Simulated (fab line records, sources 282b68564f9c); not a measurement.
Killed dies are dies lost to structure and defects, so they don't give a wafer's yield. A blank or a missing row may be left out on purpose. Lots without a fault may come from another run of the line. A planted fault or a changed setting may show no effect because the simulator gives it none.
Which tool did it? | flow rit_cmos | 14 lots, 42 wafers sampled, at 2 steps of a route of 202

WHAT THE GAUGES READ, wafer by wafer
RIT_GATE_THK_MEAS_07. Usual: GATE_OXIDE_THK 3.02 nm, standard deviation 0.074.
lot  | measured    | on            | GATE_OXIDE_THK (nm) | flag
L774 | day 2 12:31 | film_metro-03 | 3.17 3.17 3.16      |
L776 | day 3 01:30 | film_metro-02 | 3.10 2.98 3.00      |
L777 | day 3 04:56 | film_metro-03 | 2.89 2.78 2.87      |
L778 | day 3 09:09 | film_metro-02 | 3.07 2.96 3.04      |
L779 | day 3 15:39 | film_metro-04 | 3.07 2.93 3.02      |
L781 | day 4 07:36 | film_metro-03 | 3.07 3.03 2.95      |
L782 | day 4 09:31 | film_metro-02 | 2.94 3.06 2.96      |
L784 | day 4 17:58 | film_metro-02 | 3.11 3.02 3.04      |
L785 | day 4 23:17 | film_metro-04 | 3.03 2.88 2.99      |
L786 | day 5 02:32 | film_metro-03 | 3.11 3.03 3.10      |
L789 | day 5 19:04 | film_metro-04 | 3.13 3.11 3.08      |
L795 | day 6 20:32 | film_metro-02 | 2.93 3.06 2.98      |
L796 | day 7 05:18 | film_metro-04 | 2.92 2.95 2.98      |
L797 | day 7 09:08 | film_metro-04 | 3.06 3.04 3.05      |

RIT_CONTACT_CD_MEAS_08: target cd 1000 nm. Usual: cd_nm 1000.1 nm, standard deviation 1.9.
lot  | measured    | on        | cd_nm (nm)           | flag
L774 | day 3 06:52 | cd_sem-01 | 1001.3 1000.1 1002.2 |
L776 | day 3 20:01 | cd_sem-02 | 998.4 999.5 999.9    |
L777 | day 4 01:24 | cd_sem-02 | 1002.7 1003.1 1002.9 |
L778 | day 4 03:50 | cd_sem-01 | 1004.9 1002.0 1005.7 |
L779 | day 4 09:13 | cd_sem-01 | 1000.8 1001.3 1001.7 |
L781 | day 5 02:10 | cd_sem-02 | 999.7 1002.3 999.5   |
L782 | day 5 04:59 | cd_sem-02 | 1001.5 1000.5 999.4  |
L784 | day 5 12:10 | cd_sem-02 | 1001.2 1000.4 1000.9 |
L785 | day 5 18:11 | cd_sem-02 | 999.2 998.6 998.7    |
L786 | day 5 21:05 | cd_sem-02 | 1001.1 997.9 999.5   |
L789 | day 6 13:02 | cd_sem-01 | 998.2 996.2 997.2    |
L795 | day 7 16:33 | cd_sem-01 | 1003.1 1001.7 1001.5 |
L796 | day 7 23:16 | cd_sem-02 | 997.8 999.9 998.8    |
L797 | day 8 03:42 | cd_sem-02 | 997.7 998.5 996.8    |

WHICH TOOL RAN EACH LOT (tool, then ch and the chambers of the sampled wafers, then the start)
The record holds no process step before these readings.

WHAT THE TOOLS THEMSELVES READ (means of the sampled wafers that have a number; where no wafer has one, the mark that the record gives instead)
The record holds no such reading with a usual standard deviation.

THE ANSWER, worked out from the rows above alone
Rule: a lot is off if the mean of its wafers that have a number lies more than 3 standard deviations from the usual mean. A lot without any number at a reading at which 4 lots or more have one is off too. The other lots that the step has rows for count as sound. The gauges are gone through in route order, then the tools' own readings, and for those a lot's mean is taken as printed above. The first step at which some lot is off is used, and at that step the reading that is off furthest; a lot without a number counts as furthest.
No lot is off at any reading shown: from this, nothing can be told.

WHAT THE SIMULATOR HAD PUT IN
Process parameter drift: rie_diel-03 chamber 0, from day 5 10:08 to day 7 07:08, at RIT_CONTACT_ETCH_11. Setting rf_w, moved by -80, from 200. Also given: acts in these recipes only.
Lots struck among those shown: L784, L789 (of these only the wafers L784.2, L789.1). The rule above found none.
